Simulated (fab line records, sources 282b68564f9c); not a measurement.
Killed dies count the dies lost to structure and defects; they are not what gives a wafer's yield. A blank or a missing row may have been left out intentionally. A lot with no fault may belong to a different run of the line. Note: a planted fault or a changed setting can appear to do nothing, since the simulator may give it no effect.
fab line records | flow rit_cmos | part 2 of 2: steps 34 to 45 of 45
[record] lots = 5 | wafers = 15 | last_day = 8
route steps=202 shown ACTIVE@16 FOX1@20 FOX2@23 NWELL@28 PWELL@39 WELLDRIVE@50 NRETRO@53
lots that met no fault: from a run of the same line without faults
start_h: hours from the record's opening day to when the first of the lot's shown wafers began | wait_h: hours from the lot's prior step to this one | " as in the row above | L1.1+2: one row covering several wafers at once | - value missing, or start not given | * or withheld: withheld | < > ~ a bound
route shown NAME@n: names a module that has steps shown in the file, with the first one's number in the route | usual: mean and standard deviation over wafers with no fault | same: alike in all rows | chamber/n: place in a boat | sites: per-site readings | _std_site: their standard deviation | _edge_site: outer sites' mean less inner sites' | radius_mm: how far each site lies from the wafer's centre | mask NAME#n: copy n | behind: the most recent tool/chamber to have shaped the wafer | hold: why the lot went on hold/how many hours it stayed there/how the hold came to an end | device: the n, p or np transistor that did not switch | end of line: the route-end tests of the same wafers | where a step has no rows: the recipe by itself | killed: dies lost to structure and defects at the first sort, not the wafer's yield | map: the dies of a wafer, with x for killed, . for not killed, _ for no die there
set.NAME: setting as actually run; set.NAME@STEP: the setting as run at that earlier step | model.NAME: the simulator's own value behind a step, which no gauge read
certain route steps with their lots: each step a table, each wafer a row
services: when a tool's chamber went out of use (start_h, in hours from the record's first day, below 0 if earlier), for how many hours, and the reason
[[steps]]
[step RIT_PWELL_TW_MEAS_10]
[usual] PWELL_TW = 943/11
lot.wafer | tool          | chamber | start_h | wait_h | PWELL_TW
L077.1    | film_metro-03 | -       | 38.27   | 0.1    | 930
L077.4    | "             | -       | "       | "      | 933
L077.6    | "             | -       | "       | "      | 936
L084.4    | film_metro-01 | -       | 73.04   | 0.1    | 951
L084.5    | "             | -       | "       | "      | 953
L084.6    | "             | -       | "       | "      | 950
L090.3    | film_metro-03 | -       | 105.07  | 0.1    | 937
L090.4    | "             | -       | "       | "      | 933
L090.6    | "             | -       | "       | "      | 929
L094.1    | film_metro-01 | -       | 124.31  | 0.1    | 951
L094.4    | "             | -       | "       | "      | 952
L094.6    | "             | -       | "       | "      | 952
L097.3    | film_metro-01 | -       | 146.60  | 0.1    | 962
L097.4    | "             | -       | "       | "      | 955
L097.5    | "             | -       | "       | "      | 949
[step RIT_WELLDRIVE_ANNEAL_00]
[recipe] temp_c = 1100 | time_s = 14700 | ambient = N2
[same] time_s = 14700
lot.wafer  | tool       | chamber | start_h | wait_h
L077.1+4+6 | furnace-01 | 0       | 38.44   | 0.2
L084.4+5+6 | furnace-01 | 0       | 73.55   | 0.5
L090.3+4+6 | furnace-01 | 0       | 105.75  | 0.7
L094.1+4+6 | furnace-04 | 0       | 125.04  | 0.7
L097.3+4+5 | furnace-04 | 0       | 148.08  | 1.5
[step RIT_WELLDRIVE_RS_MEAS_01]
[recipe] thk_meas_gauge = four-point-probe
[usual] NWELL_RS = 275.4/0.7
lot.wafer | tool          | chamber | start_h | wait_h | NWELL_RS[ohm/sq]
L077.1    | film_metro-04 | -       | 43.52   | 0.0    | 274.7
L077.4    | "             | -       | "       | "      | 274.5
L077.6    | "             | -       | "       | "      | 276.0
L084.4    | film_metro-04 | -       | 78.70   | 0.1    | 276.2
L084.5    | "             | -       | "       | "      | 275.9
L084.6    | "             | -       | "       | "      | 276.1
L090.3    | film_metro-01 | -       | 110.87  | 0.0    | 276.3
L090.4    | "             | -       | "       | "      | 275.9
L090.6    | "             | -       | "       | "      | 276.3
L094.1    | film_metro-04 | -       | 130.13  | 0.0    | 275.9
L094.4    | "             | -       | "       | "      | 275.2
L094.6    | "             | -       | "       | "      | 276.0
L097.3    | film_metro-01 | -       | 153.21  | 0.0    | 276.2
L097.4    | "             | -       | "       | "      | 276.3
L097.5    | "             | -       | "       | "      | 275.5
[step RIT_WELLDRIVE_RS_MEAS_02]
[recipe] thk_meas_gauge = four-point-probe
[usual] PWELL_RS = 429.4/1.1
lot.wafer | tool          | chamber | start_h | wait_h | PWELL_RS[ohm/sq]
L077.1    | film_metro-04 | -       | 43.64   | 0.1    | 428.7
L077.4    | "             | -       | "       | "      | 429.6
L077.6    | "             | -       | "       | "      | 429.8
L084.4    | film_metro-04 | -       | 78.82   | 0.1    | 429.8
L084.5    | "             | -       | "       | "      | 430.9
L084.6    | "             | -       | "       | "      | 429.8
L090.3    | film_metro-01 | -       | 110.99  | 0.1    | 429.4
L090.4    | "             | -       | "       | "      | 430.6
L090.6    | "             | -       | "       | "      | 429.0
L094.1    | film_metro-04 | -       | 130.25  | 0.1    | 428.3
L094.4    | "             | -       | "       | "      | 429.7
L094.6    | "             | -       | "       | "      | 429.8
L097.3    | film_metro-01 | -       | 153.33  | 0.1    | 428.5
L097.4    | "             | -       | "       | "      | 427.4
L097.5    | "             | -       | "       | "      | 426.1
[step RIT_NRETRO_HMDS_00]
[recipe] prime_time_s = 60 | prime_temp_c = 140
lot.wafer  | tool           | chamber | start_h | wait_h
L077.1+4+6 | litho_track-02 | 0       | 43.89   | 0.2
L084.4+5+6 | litho_track-03 | 0       | 78.95   | 0.1
L090.3+4+6 | litho_track-04 | 0       | 111.12  | 0.1
L094.1+4+6 | litho_track-03 | 0       | 130.37  | 0.1
L097.3+4+5 | litho_track-02 | 0       | 153.46  | 0.1
[step RIT_NRETRO_COAT_01]
[recipe] resist = NOVOLAK | spin_rpm = 2000 | resist_thk_nm = 1300
lot.wafer  | tool           | chamber | start_h | wait_h
L077.1+4+6 | litho_track-02 | 0       | 44.04   | 0.1
L084.4+5+6 | litho_track-03 | 0       | 79.10   | 0.1
L090.3+4+6 | litho_track-04 | 0       | 111.27  | 0.1
L094.1+4+6 | litho_track-03 | 0       | 130.52  | 0.1
L097.3+4+5 | litho_track-02 | 0       | 153.61  | 0.1
[step RIT_NRETRO_SOFTBAKE_02]
[recipe] resist = NOVOLAK | temp_c = 90 | time_s = 60
[usual] plate_temp_C = 89.97/0.14
[same] time_s = 60
lot.wafer | tool           | chamber | start_h | wait_h | plate_temp_C
L077.1    | litho_track-02 | 0       | 44.19   | 0.1    | 90.17
L077.4    | "              | 0       | "       | "      | 89.90
L077.6    | "              | 0       | "       | "      | 90.12
L084.4    | litho_track-03 | 0       | 79.25   | 0.1    | 90.13
L084.5    | "              | 0       | "       | "      | 90.02
L084.6    | "              | 0       | "       | "      | 89.93
L090.3    | litho_track-04 | 0       | 111.42  | 0.1    | 90.26
L090.4    | "              | 0       | "       | "      | 90.24
L090.6    | "              | 0       | "       | "      | 90.15
L094.1    | litho_track-03 | 0       | 130.67  | 0.1    | 89.88
L094.4    | "              | 0       | "       | "      | 89.96
L094.6    | "              | 0       | "       | "      | 89.82
L097.3    | litho_track-02 | 0       | 153.76  | 0.1    | 90.02
L097.4    | "              | 0       | "       | "      | 90.08
L097.5    | "              | 0       | "       | "      | 90.08
[step RIT_NRETRO_EXPOSE_03]
[recipe] mask_id = M4 | na = 0.57 | target_cd_nm = 43900 | dose_mj = 250
[usual] stage_vel_mm_s = 500.00/0.27
lot.wafer | tool             | chamber | start_h | wait_h | mask | stage_vel_mm_s
L077.1    | iline_stepper-01 | 0       | 44.46   | 0.2    | M4#0 | 500.15
L077.4    | "                | 0       | "       | "      | M4#0 | 499.71
L077.6    | "                | 0       | "       | "      | M4#0 | 499.90
L084.4    | iline_stepper-02 | 0       | 79.38   | 0.1    | M4#0 | 500.17
L084.5    | "                | 0       | "       | "      | M4#0 | 500.10
L084.6    | "                | 0       | "       | "      | M4#0 | 499.99
L090.3    | iline_stepper-01 | 0       | 111.68  | 0.2    | M4#0 | 499.89
L090.4    | "                | 0       | "       | "      | M4#0 | 499.96
L090.6    | "                | 0       | "       | "      | M4#0 | 500.12
L094.1    | iline_stepper-02 | 0       | 130.94  | 0.2    | M4#0 | 499.85
L094.4    | "                | 0       | "       | "      | M4#0 | 500.19
L094.6    | "                | 0       | "       | "      | M4#0 | 500.12
L097.3    | iline_stepper-01 | 0       | 153.89  | 0.1    | M4#0 | 499.95
L097.4    | "                | 0       | "       | "      | M4#0 | 499.65
L097.5    | "                | 0       | "       | "      | M4#0 | 499.93
[step RIT_NRETRO_PEB_04]
[recipe] resist = NOVOLAK | temp_c = withheld | time_s = withheld
lot.wafer  | tool           | chamber | start_h | wait_h
L077.1+4+6 | litho_track-02 | 0       | 44.58   | 0.1
L084.4+5+6 | litho_track-04 | 0       | 79.52   | 0.1
L090.3+4+6 | litho_track-02 | 0       | 111.81  | 0.1
L094.1+4+6 | litho_track-03 | 0       | 131.12  | 0.2
L097.3+4+5 | litho_track-02 | 0       | 154.19  | 0.3
[step RIT_NRETRO_DEVELOP_05]
[recipe] resist = NOVOLAK | develop_time_s = 68 | dev_temp_c = 23
[usual] developer_temp_C = 22.99/0.11
lot.wafer | tool           | chamber | start_h | wait_h | developer_temp_C
L077.1    | litho_track-02 | 0       | -       | -      | 22.70
L077.4    | "              | 0       | "       | "      | 22.97
L077.6    | "              | 0       | "       | "      | 22.76
L084.4    | litho_track-04 | 0       | -       | -      | 23.06
L084.5    | "              | 0       | "       | "      | 23.26
L084.6    | "              | 0       | "       | "      | 23.03
L090.3    | litho_track-02 | 0       | -       | -      | 23.05
L090.4    | "              | 0       | "       | "      | 22.95
L090.6    | "              | 0       | "       | "      | 23.00
L094.1    | litho_track-03 | 0       | -       | -      | 22.98
L094.4    | "              | 0       | "       | "      | 23.03
L094.6    | "              | 0       | "       | "      | 23.14
L097.3    | litho_track-02 | 0       | -       | -      | 22.84
L097.4    | "              | 0       | "       | "      | 22.98
L097.5    | "              | 0       | "       | "      | 22.84
[step RIT_NRETRO_OVL_MEAS_06]
[usual] NRETRO_OVL = -0.6/1.6
lot.wafer | tool       | chamber | start_h | wait_h | NRETRO_OVL[nm]
L077.1    | overlay-01 | -       | 44.89   | -      | -1.7
L077.4    | "          | -       | "       | "      | -0.8
L077.6    | "          | -       | "       | "      | -0.4
L084.4    | overlay-01 | -       | 79.77   | -      | -2.3
L084.5    | "          | -       | "       | "      | -1.7
L084.6    | "          | -       | "       | "      | -2.9
L090.3    | overlay-02 | -       | 112.09  | -      | -0.3
L090.4    | "          | -       | "       | "      | -1.8
L090.6    | "          | -       | "       | "      | -0.4
L094.1    | overlay-01 | -       | 131.44  | -      | -0.9
L094.4    | "          | -       | "       | "      | -0.1
L094.6    | "          | -       | "       | "      | 0.3
L097.3    | overlay-01 | -       | 154.49  | -      | 1.5
L097.4    | "          | -       | "       | "      | 0.7
L097.5    | "          | -       | "       | "      | -1.2
[step RIT_NRETRO_HARDBAKE_07]
[recipe] resist = NOVOLAK | temp_c = 140 | time_s = 120
[usual] plate_temp_C = 140.01/0.15
[same] time_s = 120
lot.wafer | tool           | chamber | start_h | wait_h | plate_temp_C
L077.1    | litho_track-04 | 0       | 44.93   | 0.0    | 140.13
L077.4    | "              | 0       | "       | "      | 139.94
L077.6    | "              | 0       | "       | "      | 140.15
L084.4    | litho_track-04 | 0       | 79.92   | 0.1    | 139.92
L084.5    | "              | 0       | "       | "      | 140.01
L084.6    | "              | 0       | "       | "      | 140.09
L090.3    | litho_track-03 | 0       | 112.19  | 0.1    | 139.96
L090.4    | "              | 0       | "       | "      | 139.62
L090.6    | "              | 0       | "       | "      | 139.72
L094.1    | litho_track-04 | 0       | 131.47  | 0.0    | 139.82
L094.4    | "              | 0       | "       | "      | 139.95
L094.6    | "              | 0       | "       | "      | 139.81
L097.3    | litho_track-02 | 0       | 154.69  | 0.2    | 140.13
L097.4    | "              | 0       | "       | "      | 139.91
L097.5    | "              | 0       | "       | "      | 140.07
[[services]]
tool             | chamber | start_h | hours | kind
iline_stepper-02 | -       | 8.39    | 1.7   | pm
plasma_asher-01  | -       | 18.18   | 1.8   | repair
plasma_asher-01  | -       | 19.20   | 6.0   | repair
furnace-04       | -       | 27.05   | 2.7   | pm
furnace-01       | -       | 28.89   | 2.7   | pm
plasma_asher-02  | -       | 43.78   | 0.9   | repair
furnace-03       | -       | 51.46   | 3.2   | pm
plasma_asher-03  | -       | 56.69   | 2.8   | pm
implanter-03     | -       | 57.48   | 2.4   | pm
iline_stepper-01 | -       | 58.87   | 1.7   | pm
iline_stepper-02 | -       | 67.08   | 4.4   | pm
iline_stepper-01 | -       | 89.14   | 1.5   | repair
implanter-03     | -       | 91.23   | 1.7   | repair
implanter-04     | -       | 106.25  | 4.0   | repair
iline_stepper-01 | 0       | 108.09  | -     | calibration
plasma_asher-03  | -       | 108.75  | 9.0   | pm
implanter-01     | -       | 110.63  | 8.1   | repair
furnace-01       | -       | 126.78  | 3.6   | pm
furnace-04       | -       | 130.90  | 11.8  | repair
implanter-04     | -       | 132.64  | 3.3   | pm
plasma_asher-03  | -       | 142.18  | 0.6   | repair
furnace-03       | -       | 143.98  | 3.0   | pm
iline_stepper-02 | -       | 145.04  | 2.1   | pm
iline_stepper-02 | -       | 147.12  | -     | consumable_replace:lamp
